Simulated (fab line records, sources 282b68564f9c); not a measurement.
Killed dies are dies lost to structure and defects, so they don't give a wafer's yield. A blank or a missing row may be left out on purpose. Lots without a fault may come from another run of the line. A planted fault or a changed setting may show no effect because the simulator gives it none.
fab line records | flow rit_cmos
record lots=5 wafers=15 last_day=5
route steps=202 shown SILICIDE@161 CONTACT@168 M1@184
lots that met no fault: from a run of the same line without faults
start_h: hours from the record's first day to the start of the lot's first wafer shown | wait_h: hours since the lot's step before | " the same as in the row above | L1.1+2: a row that stands for several wafers | - no value, or no start given | * or withheld: withheld | < > ~ a bound
route shown NAME@n: a module of which the file shows steps, and the number in the route of the first | usual: mean/standard deviation of fault-free wafers | same: alike in all rows | chamber/n: place in a boat | sites: the reading at each site | _std_site: their standard deviation | _edge_site: outer sites' mean less inner sites' | radius_mm: how far each site lies from the wafer's centre | mask NAME#n: copy n | behind: the tool/chamber that last shaped the wafer | hold: why the lot was held/for how many hours/how that ended | device: the transistor (n, p or np) that didn't switch | end of line: the same wafers' tests at the end of the route | a step without rows: its recipe alone | killed: dies lost to structure and defects at the first sort, not the wafer's yield | map: a wafer's dies, x killed, . not, _ none there
set.NAME: the setting as run; set.NAME@STEP: as run at that earlier step | model.NAME: the simulator's own value behind a step, which no gauge read
lots at some steps of the route; a table a step, a row a wafer
services: from which hour (start_h, from the record's first day; less than 0 if before it) a tool's chamber was out of use, for how many hours, and why
## steps
# step RIT_SILICIDE_WET_ETCH_00
# recipe chemistry=BOE target=SiO2 target_depth_nm=14 time_s=15 dry=n2_spin dilution=10:1 temp_c=21.5
# columns lot.wafer tool chamber start_h wait_h
L074.2+3+4 wet_bench-03 0 52.06 0.1
L079.4+5+6 wet_bench-04 0 77.06 0.0
L082.4+5+6 wet_bench-03 0 92.43 0.0
L087.3+5+6 wet_bench-04 2 120.05 0.1
L088.1+4+5 wet_bench-04 2 123.76 0.1
# step RIT_SILICIDE_SPUTTER_01
# recipe material=Ti target_thk_nm=30 power_w=350 chamber_pressure_pa=0.667 gas=Ar time_s=240 substrate_temp_c=25
# usual chamber_pressure_pa=0.6671/0.0015 throttle_valve_pct=29.8/0.94
# columns lot.wafer tool chamber start_h wait_h chamber_pressure_pa throttle_valve_pct
L074.2 pvd_sputter-04 - 52.07 0.0 0.6641 29.4
L074.3 " - " " 0.6659 29.0
L074.4 " - " " 0.6667 31.4
L079.4 pvd_sputter-01 - 77.08 0.0 0.6689 29.2
L079.5 " - " " 0.6685 29.3
L079.6 " - " " 0.6687 30.9
L082.4 pvd_sputter-04 - 92.51 0.1 0.6678 29.3
L082.5 " - " " 0.6659 28.8
L082.6 " - " " 0.6667 31.3
L087.3 pvd_sputter-01 - 120.06 0.0 0.6690 29.8
L087.5 " - " " 0.6679 30.5
L087.6 " - " " 0.6691 29.3
L088.1 pvd_sputter-03 - 123.77 0.0 0.6686 30.5
L088.4 " - " " 0.6667 31.0
L088.5 " - " " 0.6678 30.4
# step RIT_SILICIDE_RS_MEAS_02
# recipe thk_meas_gauge=four-point-probe reads=Ti_of_SILICIDE_SPUTTER_01
# usual SILICIDE_TI_RS=47.7/0.91
# columns lot.wafer tool chamber start_h wait_h SILICIDE_TI_RS[ohm/sq]
L074.2 film_metro-02 - 52.24 0.1 49.2
L074.3 " - " " 49.0
L074.4 " - " " 49.8
L079.4 film_metro-03 - 77.29 0.1 45.7
L079.5 " - " " 45.9
L079.6 " - " " 46.4
L082.4 film_metro-02 - 92.65 0.1 48.2
L082.5 " - " " 48.5
L082.6 " - " " 48.4
L087.3 film_metro-03 - 120.25 0.1 48.0
L087.5 " - " " 48.0
L087.6 " - " " 47.1
L088.1 film_metro-03 - 123.92 0.1 47.1
L088.4 " - " " 47.6
L088.5 " - " " 47.0
# step RIT_SILICIDE_THK_MEAS_03
# recipe thk_meas_gauge=xrf reads=Ti_of_SILICIDE_SPUTTER_01
# usual SILICIDE_TI_THK=30.2/0.49
# columns lot.wafer tool chamber start_h wait_h SILICIDE_TI_THK[nm]
L074.2 film_metro-02 - 52.35 0.1 29.3
L074.3 " - " " 29.3
L074.4 " - " " 28.9
L079.4 film_metro-03 - 77.38 0.1 31.2
L079.5 " - " " 31.0
L079.6 " - " " 30.9
L082.4 film_metro-02 - 92.74 0.1 29.9
L082.5 " - " " 29.7
L082.6 " - " " 29.8
L087.3 film_metro-03 - 120.35 0.1 30.2
L087.5 " - " " 30.0
L087.6 " - " " 30.7
L088.1 film_metro-03 - 124.04 0.1 30.6
L088.4 " - " " 30.3
L088.5 " - " " 30.6
# step RIT_SILICIDE_RTA_04
# recipe temp_c=650 time_s=10 idle_temp_c=25 ramp_up_s=5 ramp_down_s=5 cool_to_c=25 ambient=N2
# usual wafer_temp_C_max=652.7/1.2
# columns lot.wafer tool chamber start_h wait_h wafer_temp_C_max
L074.2 rtp_anneal-01 0 52.41 0.1 653.0
L074.3 " 0 " " 653.8
L074.4 " 0 " " 652.6
L079.4 rtp_anneal-02 0 77.44 0.1 652.5
L079.5 " 0 " " 651.2
L079.6 " 0 " " 651.3
L082.4 rtp_anneal-01 0 92.84 0.1 655.4
L082.5 " 0 " " 653.1
L082.6 " 0 " " 652.8
L087.3 rtp_anneal-02 0 120.42 0.1 651.6
L087.5 " 0 " " 651.8
L087.6 " 0 " " 651.9
L088.1 rtp_anneal-01 0 124.10 0.1 652.9
L088.4 " 0 " " 654.4
L088.5 " 0 " " 652.9
# step RIT_SILICIDE_WET_ETCH_05
# recipe chemistry=SPM target=Ti temp_c=90 time_s=120 dry=n2_spin
# columns lot.wafer tool chamber start_h wait_h
L074.2+3+4 wet_bench-03 2 52.47 0.0
L079.4+5+6 wet_bench-03 3 77.47 0.0
L082.4+5+6 wet_bench-02 3 92.90 0.0
L087.3+5+6 wet_bench-03 0 120.46 0.0
L088.1+4+5 wet_bench-03 2 124.17 0.1
# step RIT_SILICIDE_RTA_06
# recipe temp_c=750 time_s=10 idle_temp_c=25 ramp_up_s=5 ramp_down_s=10 cool_to_c=25 ambient=N2
# usual wafer_temp_C_max=753.1/1.3
# columns lot.wafer tool chamber start_h wait_h wafer_temp_C_max
L074.2 rtp_anneal-02 0 52.52 0.0 752.8
L074.3 " 0 " " 752.3
L074.4 " 0 " " 752.4
L079.4 rtp_anneal-01 0 77.55 0.0 753.7
L079.5 " 0 " " 754.1
L079.6 " 0 " " 753.4
L082.4 rtp_anneal-02 0 92.98 0.0 752.0
L082.5 " 0 " " 752.1
L082.6 " 0 " " 753.3
L087.3 rtp_anneal-01 0 120.53 0.0 752.9
L087.5 " 0 " " 754.0
L087.6 " 0 " " 754.9
L088.1 rtp_anneal-02 0 124.21 0.0 751.8
L088.4 " 0 " " 752.6
L088.5 " 0 " " 752.1
# step RIT_CONTACT_CVD_00
# recipe material=SiO2 target_thk_nm=400 precursor=TEOS temp_c=390 time_s=62.48 rf_w=400
# usual heater_power_w=332/58
# columns lot.wafer tool chamber start_h wait_h heater_power_w
L074.2 pecvd-03 0 52.58 0.0 299
L074.3 " 1 " " 367
L074.4 " 2 " " 279
L079.4 pecvd-04 1 77.61 0.0 387
L079.5 " 0 " " 391
L079.6 " 2 " " 377
L082.4 pecvd-04 1 93.04 0.0 427
L082.5 " 2 " " 441
L082.6 " 0 " " 309
L087.3 pecvd-02 0 120.57 0.0 330
L087.5 " 2 " " 394
L087.6 " 1 " " 246
L088.1 pecvd-04 0 124.28 0.1 418
L088.4 " 0 " " 302
L088.5 " 2 " " 444
# step RIT_CONTACT_THK_MEAS_01
# recipe reads=SiO2_of_CONTACT_CVD_00
# usual CONTACT_TEOS_THK=410/5.1
# columns lot.wafer tool chamber start_h wait_h CONTACT_TEOS_THK[nm]
L074.2 film_metro-02 - 52.64 0.0 411
L074.3 " - " " 410
L074.4 " - " " 413
L079.4 film_metro-02 - 77.66 0.0 412
L079.5 " - " " 409
L079.6 " - " " 416
L082.4 film_metro-04 - 93.09 0.0 417
L082.5 " - " " 413
L082.6 " - " " 410
L087.3 film_metro-04 - 120.64 0.0 409
L087.5 " - " " 418
L087.6 " - " " 417
L088.1 film_metro-02 - 124.33 0.0 401
L088.4 " - " " 409
L088.5 " - " " 412
# step RIT_CONTACT_HMDS_02
# recipe prime_time_s=60 prime_temp_c=140
# columns lot.wafer tool chamber start_h wait_h
L074.2+3+4 litho_track-01 0 52.71 0.1
L079.4+5+6 litho_track-01 0 77.77 0.1
L082.4+5+6 litho_track-01 0 93.20 0.1
L087.3+5+6 litho_track-01 0 120.73 0.1
L088.1+4+5 litho_track-04 0 124.39 0.1
# step RIT_CONTACT_COAT_03
# recipe resist=NOVOLAK spin_rpm=3250 resist_thk_nm=1000
# usual dispense_pressure_kPa=51/4.7
# columns lot.wafer tool chamber start_h wait_h dispense_pressure_kPa
L074.2 litho_track-01 0 52.86 0.1 56
L074.3 " 0 " " 56
L074.4 " 0 " " 56
L079.4 litho_track-01 0 77.92 0.1 56
L079.5 " 0 " " 56
L079.6 " 0 " " 56
L082.4 litho_track-01 0 93.35 0.1 56
L082.5 " 0 " " 56
L082.6 " 0 " " 56
L087.3 litho_track-01 0 120.88 0.1 56
L087.5 " 0 " " 56
L087.6 " 0 " " 56
L088.1 litho_track-04 0 124.54 0.1 47
L088.4 " 0 " " 47
L088.5 " 0 " " 48
# step RIT_CONTACT_SOFTBAKE_04
# recipe resist=NOVOLAK temp_c=88.94 time_s=60
# columns lot.wafer tool chamber start_h wait_h
L074.2+3+4 litho_track-01 0 53.01 0.1
L079.4+5+6 litho_track-01 0 78.07 0.1
L082.4+5+6 litho_track-01 0 93.50 0.1
L087.3+5+6 litho_track-01 0 121.03 0.1
L088.1+4+5 litho_track-04 0 124.69 0.1
# step RIT_CONTACT_EXPOSE_05
# recipe mask_id=M11 na=0.6 source_shape=conventional sigma_outer=0.5 target_cd_nm=1000 dose_mj=250
# columns lot.wafer tool chamber start_h wait_h mask
L074.2+3+4 iline_stepper-01 0 53.16 0.1 M11#0
L079.4+5+6 iline_stepper-02 0 78.33 0.2 M11#0
L082.4+5+6 iline_stepper-01 0 93.76 0.2 M11#0
L087.3+5+6 iline_stepper-01 0 121.17 0.1 M11#0
L088.1+4+5 iline_stepper-02 0 124.96 0.2 M11#0
# step RIT_CONTACT_PEB_06
# recipe resist=NOVOLAK temp_c=withheld time_s=withheld
# columns lot.wafer tool chamber start_h wait_h
L074.2+3+4 litho_track-04 0 53.28 0.1
L079.4+5+6 litho_track-02 0 78.46 0.1
L082.4+5+6 litho_track-02 0 93.89 0.1
L087.3+5+6 litho_track-02 0 121.30 0.1
L088.1+4+5 litho_track-01 0 125.08 0.1
# step RIT_CONTACT_DEVELOP_07
# recipe resist=NOVOLAK develop_time_s=120 dev_temp_c=23
# columns lot.wafer tool chamber start_h wait_h
L074.2+3+4 litho_track-04 0 - -
L079.4+5+6 litho_track-02 0 - -
L082.4+5+6 litho_track-02 0 - -
L087.3+5+6 litho_track-02 0 - -
L088.1+4+5 litho_track-01 0 - -
# step RIT_CONTACT_CD_MEAS_08
# recipe target_cd_nm=1000
# usual cd_nm=999.8/2.1
# columns lot.wafer tool chamber start_h wait_h cd_nm
L074.2 cd_sem-02 - 53.67 - 1000.2
L074.3 " - " " 999.3
L074.4 " - " " 1000.9
L079.4 cd_sem-01 - 78.84 - 997.5
L079.5 " - " " 999.4
L079.6 " - " " 997.0
L082.4 cd_sem-02 - 94.28 - 1003.8
L082.5 " - " " 1002.2
L082.6 " - " " 998.6
L087.3 cd_sem-01 - 121.69 - 1001.7
L087.5 " - " " 1001.6
L087.6 " - " " 1001.5
L088.1 cd_sem-02 - 125.48 - 997.5
L088.4 " - " " 998.6
L088.5 " - " " 997.8
# step RIT_CONTACT_OVL_MEAS_09
# usual CONTACT_OVL=-0.3/1.2
# columns lot.wafer tool chamber start_h wait_h CONTACT_OVL[nm]
L074.2 overlay-02 - 53.78 0.1 -1.1
L074.3 " - " " -1.4
L074.4 " - " " -1.1
L079.4 overlay-01 - 78.92 0.1 1.8
L079.5 " - " " -0.9
L079.6 " - " " 1.8
L082.4 overlay-02 - 94.35 0.1 -0.7
L082.5 " - " " -0.6
L082.6 " - " " -0.7
L087.3 overlay-02 - 121.78 0.1 2.2
L087.5 " - " " -0.8
L087.6 " - " " 0.4
L088.1 overlay-02 - 125.60 0.1 1.5
L088.4 " - " " -1.3
L088.5 " - " " -0.1
# step RIT_CONTACT_HARDBAKE_10
# recipe resist=NOVOLAK temp_c=140 time_s=60
# columns lot.wafer tool chamber start_h wait_h
L074.2+3+4 litho_track-04 0 53.84 0.0
L079.4+5+6 litho_track-01 0 79.02 0.1
L082.4+5+6 litho_track-02 0 94.45 0.1
L087.3+5+6 litho_track-01 0 121.85 0.1
L088.1+4+5 litho_track-01 0 125.63 0.0
# step RIT_CONTACT_ETCH_11
# recipe target_depth_a=4800 over_etch_frac=0.2 stop_on=TiSi2 chemistry=CHF3/CF4/Ar target=SiO2 CHF3_flow_sccm=50 cf4_flow_sccm=10 Ar_flow_sccm=100 O2_flow_sccm=5 pressure_mtorr=100 rf_w=200 time_s=320
# usual drypump_motor_current_A=5.6/0.55 oes_product_au=0.994/0.015 throttle_valve_pct=8.86/0.14
# columns lot.wafer tool chamber start_h wait_h drypump_motor_current_A oes_product_au rf_hours_counter_h throttle_valve_pct
L074.2 rie_diel-03 3 53.96 0.1 6.3 0.987 151 8.74
L074.3 " 1 " " 4.9 1.001 110 8.92
L074.4 " 2 " " 5.1 0.986 5 9.02
L079.4 rie_diel-01 2 79.09 0.1 5.5 0.990 102 8.89
L079.5 " 0 " " 6.1 0.985 - 8.92
L079.6 " 1 " " 6.3 1.003 - 8.53
L082.4 rie_diel-04 2 94.52 0.1 5.2 0.963 34 8.77
L082.5 " 3 " " 4.7 1.010 - 8.99
L082.6 " 2 " " 5.2 0.967 - 8.77
L087.3 rie_diel-01 3 121.95 0.1 5.5 1.007 5 8.79
L087.5 " 1 " " 6.3 1.006 - 8.53
L087.6 " 0 " " 6.1 0.991 - 8.91
L088.1 rie_diel-03 3 125.78 0.1 6.3 0.980 152 8.75
L088.4 " 1 " " 4.9 0.992 - 8.92
L088.5 " 3 " " 6.3 0.985 - 8.75
# step RIT_CONTACT_STRIP_12
# recipe chemistry=O2 time_s=180 resist=NOVOLAK platen_temp_c=withheld power_w=500 pressure_mtorr=4000 o2_flow_sccm=4000
# usual drypump_motor_current_A=5.2/0.31
# columns lot.wafer tool chamber start_h wait_h drypump_motor_current_A rf_hours_counter_h
L074.2 plasma_asher-01 0 54.16 0.1 5.1 41
L074.3 " 0 " " 5.1 -
L074.4 " 1 " " 5.3 -
L079.4 plasma_asher-02 0 79.34 0.2 5.9 -
L079.5 " 0 " " 5.9 -
L079.6 " 1 " " 4.9 -
L082.4 plasma_asher-02 1 94.78 0.2 4.9 -
L082.5 " 0 " " 5.9 -
L082.6 " 1 " " 4.9 -
L087.3 plasma_asher-02 0 122.21 0.2 5.9 -
L087.5 " 0 " " 5.9 -
L087.6 " 1 " " 4.9 -
L088.1 plasma_asher-01 1 125.98 0.1 5.3 48
L088.4 " 0 " " 5.1 -
L088.5 " 0 " " 5.1 -
# step RIT_CONTACT_CD_MEAS_90
# recipe target_cd_nm=1000
# usual cd_nm=999.9/2.1
# columns lot.wafer tool chamber start_h wait_h cd_nm
L074.2 cd_sem-01 - 54.35 0.1 1000.8
L074.3 " - " " 999.5
L074.4 " - " " 1001.1
L079.4 cd_sem-01 - 79.52 0.1 997.5
L079.5 " - " " 999.7
L079.6 " - " " 997.3
L082.4 cd_sem-01 - 94.95 0.1 1003.9
L082.5 " - " " 1002.6
L082.6 " - " " 998.8
L087.3 cd_sem-02 - 122.36 0.1 1001.9
L087.5 " - " " 1001.5
L087.6 " - " " 1001.5
L088.1 cd_sem-02 - 126.15 0.1 997.6
L088.4 " - " " 997.8
L088.5 " - " " 998.0
# step RIT_CONTACT_CLEAN_13
# recipe chemistry=SC1 mix=3:3:50 time_s=600 temp_c=75
# columns lot.wafer tool chamber start_h wait_h
L074.2+3+4 wet_bench-01 3 54.45 0.1
L079.4+5+6 wet_bench-02 3 79.58 0.0
L082.4+5+6 wet_bench-04 2 95.01 0.0
L087.3+5+6 wet_bench-01 1 122.44 0.1
L088.1+4+5 wet_bench-01 1 126.27 0.1
# step RIT_CONTACT_CLEAN_14
# recipe chemistry=SC2 mix=3:3:50 time_s=600 temp_c=75 dry=n2_spin
# columns lot.wafer tool chamber start_h wait_h
L074.2+3+4 wet_bench-02 2 54.64 0.0
L079.4+5+6 wet_bench-04 3 79.75 0.0
L082.4+5+6 wet_bench-01 3 95.19 0.0
L087.3+5+6 wet_bench-04 2 122.63 0.0
L088.1+4+5 wet_bench-04 1 126.46 0.0
# step RIT_M1_SPUTTER_00
# recipe material=Al target_thk_nm=400 power_w=2057 chamber_pressure_pa=0.4 gas=Ar time_s=500 substrate_temp_c=25
# usual chamber_pressure_pa=0.4001/0.00077 throttle_valve_pct=30.0/0.93
# columns lot.wafer tool chamber start_h wait_h chamber_pressure_pa throttle_valve_pct
L074.2 pvd_sputter-02 - 54.82 0.0 0.4009 29.3
L074.3 " - " " 0.3993 30.9
L074.4 " - " " 0.4004 29.8
L079.4 pvd_sputter-03 - 79.95 0.0 0.4002 30.4
L079.5 " - " " 0.3999 29.6
L079.6 " - " " 0.3990 30.2
L082.4 pvd_sputter-02 - 95.36 0.0 0.3996 29.3
L082.5 " - " " 0.3995 30.5
L082.6 " - " " 0.4006 31.3
L087.3 pvd_sputter-04 - 122.81 0.0 0.4011 27.7
L087.5 " - " " 0.4007 31.3
L087.6 " - " " 0.3998 29.5
L088.1 pvd_sputter-02 - 126.64 0.0 0.3996 30.9
L088.4 " - " " 0.4001 30.9
L088.5 " - " " 0.3994 29.3
# step RIT_M1_RS_MEAS_01
# recipe thk_meas_gauge=four-point-probe reads=Al_of_M1_SPUTTER_00
# usual M1_AL_RS=0.0712/0.00077
# columns lot.wafer tool chamber start_h wait_h M1_AL_RS[ohm/sq]
L074.2 film_metro-01 - 55.13 0.2 0.0701
L074.3 " - " " 0.0697
L074.4 " - " " 0.0686
L079.4 film_metro-01 - 80.30 0.2 0.0712
L079.5 " - " " 0.0709
L079.6 " - " " 0.0708
L082.4 film_metro-01 - 95.72 0.2 0.0712
L082.5 " - " " 0.0709
L082.6 " - " " 0.0705
L087.3 film_metro-02 - 123.14 0.2 0.0713
L087.5 " - " " 0.0710
L087.6 " - " " 0.0717
L088.1 film_metro-02 - 126.93 0.1 0.0712
L088.4 " - " " 0.0717
L088.5 " - " " 0.0715
# step RIT_M1_THK_MEAS_02
# recipe thk_meas_gauge=xrf reads=Al_of_M1_SPUTTER_00
# usual M1_AL_THK=410/4.8
# columns lot.wafer tool chamber start_h wait_h M1_AL_THK[nm]
L074.2 film_metro-01 - 55.24 0.1 415
L074.3 " - " " 421
L074.4 " - " " 429
L079.4 film_metro-01 - 80.39 0.1 411
L079.5 " - " " 416
L079.6 " - " " 412
L082.4 film_metro-01 - 95.81 0.1 411
L082.5 " - " " 413
L082.6 " - " " 415
L087.3 film_metro-02 - 123.24 0.1 414
L087.5 " - " " 414
L087.6 " - " " 408
L088.1 film_metro-02 - 127.05 0.1 411
L088.4 " - " " 408
L088.5 " - " " 410
# step RIT_M1_HMDS_03
# recipe prime_time_s=60 prime_temp_c=140
# columns lot.wafer tool chamber start_h wait_h
L074.2+3+4 litho_track-04 0 55.33 0.1
L079.4+5+6 litho_track-01 0 80.50 0.1
L082.4+5+6 litho_track-03 0 95.91 0.1
L087.3+5+6 litho_track-03 0 123.33 0.1
L088.1+4+5 litho_track-01 0 127.11 0.1
# step RIT_M1_COAT_04
# recipe resist=NOVOLAK spin_rpm=2000 resist_thk_nm=1300
# usual dispense_pressure_kPa=52/3.4
# columns lot.wafer tool chamber start_h wait_h dispense_pressure_kPa
L074.2 litho_track-04 0 55.48 0.1 48
L074.3 " 0 " " 48
L074.4 " 0 " " 48
L079.4 litho_track-01 0 80.65 0.1 56
L079.5 " 0 " " 56
L079.6 " 0 " " 56
L082.4 litho_track-03 0 96.06 0.1 53
L082.5 " 0 " " 53
L082.6 " 0 " " 53
L087.3 litho_track-03 0 123.48 0.1 53
L087.5 " 0 " " 53
L087.6 " 0 " " 53
L088.1 litho_track-01 0 127.26 0.1 56
L088.4 " 0 " " 56
L088.5 " 0 " " 56
# step RIT_M1_SOFTBAKE_05
# recipe resist=NOVOLAK temp_c=90 time_s=60
# columns lot.wafer tool chamber start_h wait_h
L074.2+3+4 litho_track-04 0 55.63 0.1
L079.4+5+6 litho_track-01 0 80.80 0.1
L082.4+5+6 litho_track-03 0 96.21 0.1
L087.3+5+6 litho_track-03 0 123.63 0.1
L088.1+4+5 litho_track-01 0 127.41 0.1
# step RIT_M1_EXPOSE_06
# recipe mask_id=M12 na=0.6 source_shape=conventional sigma_outer=0.5 target_cd_nm=2600 dose_mj=250
# columns lot.wafer tool chamber start_h wait_h mask
L074.2+3+4 iline_stepper-02 0 55.90 0.2 M12#0
L079.4+5+6 iline_stepper-01 0 81.05 0.2 M12#0
L082.4+5+6 iline_stepper-01 0 96.47 0.2 M12#0
L087.3+5+6 iline_stepper-01 0 123.77 0.1 M12#0
L088.1+4+5 iline_stepper-01 0 127.56 0.1 M12#0
# step RIT_M1_PEB_07
# recipe resist=NOVOLAK temp_c=withheld time_s=withheld
# columns lot.wafer tool chamber start_h wait_h
L074.2+3+4 litho_track-04 0 56.03 0.1
L079.4+5+6 litho_track-03 0 81.19 0.1
L082.4+5+6 litho_track-03 0 96.70 0.2
L087.3+5+6 litho_track-03 0 123.90 0.1
L088.1+4+5 litho_track-04 0 127.68 0.1
# step RIT_M1_DEVELOP_08
# recipe resist=NOVOLAK develop_time_s=68 dev_temp_c=23
# columns lot.wafer tool chamber start_h wait_h
L074.2+3+4 litho_track-04 0 - -
L079.4+5+6 litho_track-03 0 - -
L082.4+5+6 litho_track-03 0 - -
L087.3+5+6 litho_track-03 0 - -
L088.1+4+5 litho_track-04 0 - -
# step RIT_M1_CD_MEAS_09
# recipe target_cd_nm=2600
# usual cd_nm=2600.7/2.1
# columns lot.wafer tool chamber start_h wait_h cd_nm
L074.2 cd_sem-02 - 56.33 - 2601.9
L074.3 " - " " 2603.5
L074.4 " - " " 2601.6
L079.4 cd_sem-02 - 81.49 - 2599.8
L079.5 " - " " 2596.7
L079.6 " - " " 2600.8
L082.4 cd_sem-01 - 97.00 - 2601.5
L082.5 " - " " 2603.6
L082.6 " - " " 2600.7
L087.3 cd_sem-02 - 124.20 - 2597.7
L087.5 " - " " 2600.3
L087.6 " - " " 2598.6
L088.1 cd_sem-02 - 127.99 - 2603.0
L088.4 " - " " 2602.8
L088.5 " - " " 2602.5
# step RIT_M1_OVL_MEAS_10
# usual M1_OVL=-1.1/1.4
# columns lot.wafer tool chamber start_h wait_h M1_OVL[nm]
L074.2 overlay-02 - 56.44 0.1 -2.2
L074.3 " - " " -1.9
L074.4 " - " " -2.9
L079.4 overlay-01 - 81.56 0.1 -0.2
L079.5 " - " " -1.7
L079.6 " - " " -1.3
L082.4 overlay-01 - 97.08 0.1 0.2
L082.5 " - " " 0.2
L082.6 " - " " -2.1
L087.3 overlay-02 - 124.29 0.1 -3.2
L087.5 " - " " -4.7
L087.6 " - " " -2.9
L088.1 overlay-02 - 128.11 0.1 -1.2
L088.4 " - " " 0.1
L088.5 " - " " 0.8
# step RIT_M1_HARDBAKE_11
# recipe resist=NOVOLAK temp_c=140 time_s=120
# columns lot.wafer tool chamber start_h wait_h
L074.2+3+4 litho_track-03 0 56.51 0.1
L079.4+5+6 litho_track-03 0 81.71 0.1
L082.4+5+6 litho_track-01 0 97.25 0.2
L087.3+5+6 litho_track-01 0 124.40 0.1
L088.1+4+5 litho_track-04 0 128.15 0.0
# step RIT_M1_METAL_ETCH_12
# recipe stop_on=SiO2 chemistry=Cl2/BCl3 target=Al time_s=165 over_etch_frac=0.5 pressure_mtorr=100 target_depth_a=6000 rf_w=250 Cl2_flow_sccm=60 bcl3_flow_sccm=50
# usual drypump_motor_current_A=5.6/0.56 oes_product_au=0.794/0.0088 throttle_valve_pct=8.28/0.088
# columns lot.wafer tool chamber start_h wait_h drypump_motor_current_A oes_product_au rf_hours_counter_h throttle_valve_pct
L074.2 rie_metal-04 1 56.72 0.2 6.3 0.787 2.5 8.39
L074.3 " 0 " " 5.2 0.810 - 8.28
L074.4 " 1 " " 6.3 0.797 - 8.37
L079.4 rie_metal-02 0 81.89 0.1 4.9 0.807 - 8.40
L079.5 " 0 " " 4.9 0.809 - 8.38
L079.6 " 1 " " 6.1 0.794 - 8.23
L082.4 rie_metal-02 0 97.42 0.1 4.9 0.810 - 8.39
L082.5 " 0 " " 4.9 0.808 - 8.40
L082.6 " 1 " " 6.1 0.795 - 8.23
L087.3 rie_metal-03 0 124.62 0.2 5.2 0.788 - 8.27
L087.5 " 1 " " 6.2 0.795 - 8.15
L087.6 " 0 " " 5.2 0.786 - 8.28
L088.1 rie_metal-02 1 128.40 0.2 6.1 0.805 5.0 8.24
L088.4 " 1 " " 6.1 0.794 - 8.24
L088.5 " 0 " " 4.9 0.797 - 8.39
# step RIT_M1_STRIP_13
# recipe chemistry=nmp resist=NOVOLAK temp_c=80 time_s=600 dry=n2_spin
# columns lot.wafer tool chamber start_h wait_h
L074.2+3+4 wet_bench-04 0 56.88 0.1
L079.4+5+6 wet_bench-03 3 81.99 0.1
L082.4+5+6 wet_bench-01 1 97.53 0.1
L087.3+5+6 wet_bench-01 0 124.73 0.1
L088.1+4+5 wet_bench-04 3 128.56 0.1
# step RIT_M1_STRIP_14
# recipe chemistry=O2 time_s=180 platen_temp_c=withheld power_w=500 pressure_mtorr=4000 o2_flow_sccm=4000
# usual drypump_motor_current_A=5.4/0.51
# columns lot.wafer tool chamber start_h wait_h drypump_motor_current_A rf_hours_counter_h
L074.2 plasma_asher-04 0 57.07 0.0 4.8 42
L074.3 " 1 " " 5.4 -
L074.4 " 0 " " 4.8 -
L079.4 plasma_asher-02 0 82.23 0.1 5.9 -
L079.5 " 0 " " 5.9 -
L079.6 " 1 " " 4.9 -
L082.4 plasma_asher-03 1 97.77 0.1 6.2 -
L082.5 " 1 " " 6.2 -
L082.6 " 0 " " 5.9 -
L087.3 plasma_asher-02 0 124.98 0.1 5.9 -
L087.5 " 1 " " 4.9 -
L087.6 " 0 " " 5.9 -
L088.1 plasma_asher-04 0 128.74 0.0 4.8 1
L088.4 " 0 " " 4.8 -
L088.5 " 0 " " 4.8 -
# step RIT_M1_CD_MEAS_90
# recipe target_cd_nm=2600
# usual cd_nm=2601.3/2.7
# columns lot.wafer tool chamber start_h wait_h cd_nm
L074.2 cd_sem-01 - 57.27 0.1 2602.2
L074.3 " - " " 2604.2
L074.4 " - " " 2600.4
L079.4 cd_sem-02 - 82.40 0.1 2602.4
L079.5 " - " " 2600.2
L079.6 " - " " 2604.0
L082.4 cd_sem-01 - 97.94 0.1 2602.6
L082.5 " - " " 2603.0
L082.6 " - " " 2602.0
L087.3 cd_sem-02 - 125.14 0.1 2597.4
L087.5 " - " " 2601.4
L087.6 " - " " 2599.3
L088.1 cd_sem-02 - 128.91 0.1 2605.8
L088.4 " - " " 2604.8
L088.5 " - " " 2603.1
# step RIT_M1_ANNEAL_15
# recipe temp_c=450 time_s=1754 ambient=forming_gas_H2N2
# usual spike_tc_load_C=471.4/0.95 zone_power_centre_pct=16.61/0.18 zone_power_load_pct=7.48/0.079
# columns lot.wafer tool chamber start_h wait_h spike_tc_load_C zone_power_centre_pct zone_power_load_pct
L074.2 furnace-02 0 57.37 0.1 471.7 16.98 7.41
L074.3 " 0 " " 471.0 16.50 7.56
L074.4 " 0 " " 472.2 16.66 7.50
L079.4 furnace-02 0 82.46 0.0 471.1 16.83 7.53
L079.5 " 0 " " 469.8 16.77 7.43
L079.6 " 0 " " 469.1 16.82 7.48
L082.4 furnace-02 0 98.00 0.0 471.8 16.64 7.51
L082.5 " 0 " " 472.7 16.59 7.31
L082.6 " 0 " " 472.2 16.44 7.41
L087.3 furnace-02 0 125.22 0.1 471.0 16.59 7.56
L087.5 " 0 " " 471.3 16.51 7.53
L087.6 " 0 " " 471.6 16.39 7.49
L088.1 furnace-02 0 129.03 0.1 471.6 16.52 7.57
L088.4 " 0 " " 471.2 16.75 7.56
L088.5 " 0 " " 471.9 16.97 7.46
# step RIT_M1_BOW_MEAS_16
# recipe mode=bow
# usual M1_BOW=17/6.8
# columns lot.wafer tool chamber start_h wait_h M1_BOW[um]
L074.2 film_metro-01 - 58.89 0.0 11
L074.3 " - " " 23
L074.4 " - " " 33
L079.4 film_metro-04 - 84.02 0.1 32
L079.5 " - " " 27
L079.6 " - " " 18
L082.4 film_metro-02 - 99.56 0.1 21
L082.5 " - " " 28
L082.6 " - " " 17
L087.3 film_metro-02 - 126.76 0.1 11
L087.5 " - " " 18
L087.6 " - " " 29
L088.1 film_metro-04 - 130.53 0.0 10
L088.4 " - " " 11
L088.5 " - " " 16
## services
# columns tool chamber start_h hours kind
rie_metal-04 0 36.40 14.3 repair
pecvd-02 - 36.74 3.5 repair
rie_metal-02 1 45.93 1.1 repair
iline_stepper-02 - 49.76 1.7 pm
pvd_sputter-02 - 70.40 1.1 repair
plasma_asher-01 - 71.10 1.1 repair
pvd_sputter-04 - 76.67 4.3 repair
rie_diel-04 3 81.63 2.6 repair
plasma_asher-04 - 93.70 0.7 repair
pecvd-04 - 94.75 1.1 repair
pvd_sputter-03 - 106.14 3.8 repair
pecvd-02 - 107.62 1.2 repair
plasma_asher-04 - 108.75 9.0 pm
plasma_asher-04 0 108.75 9.0 vent_cycle
plasma_asher-04 1 108.75 9.0 vent_cycle
rie_diel-03 0 115.00 11.6 repair
plasma_asher-04 - 117.75 2.8 pm
plasma_asher-04 0 117.75 - clean
plasma_asher-04 1 117.75 - clean
rie_diel-01 - 123.80 1.0 repair
## key
fault none
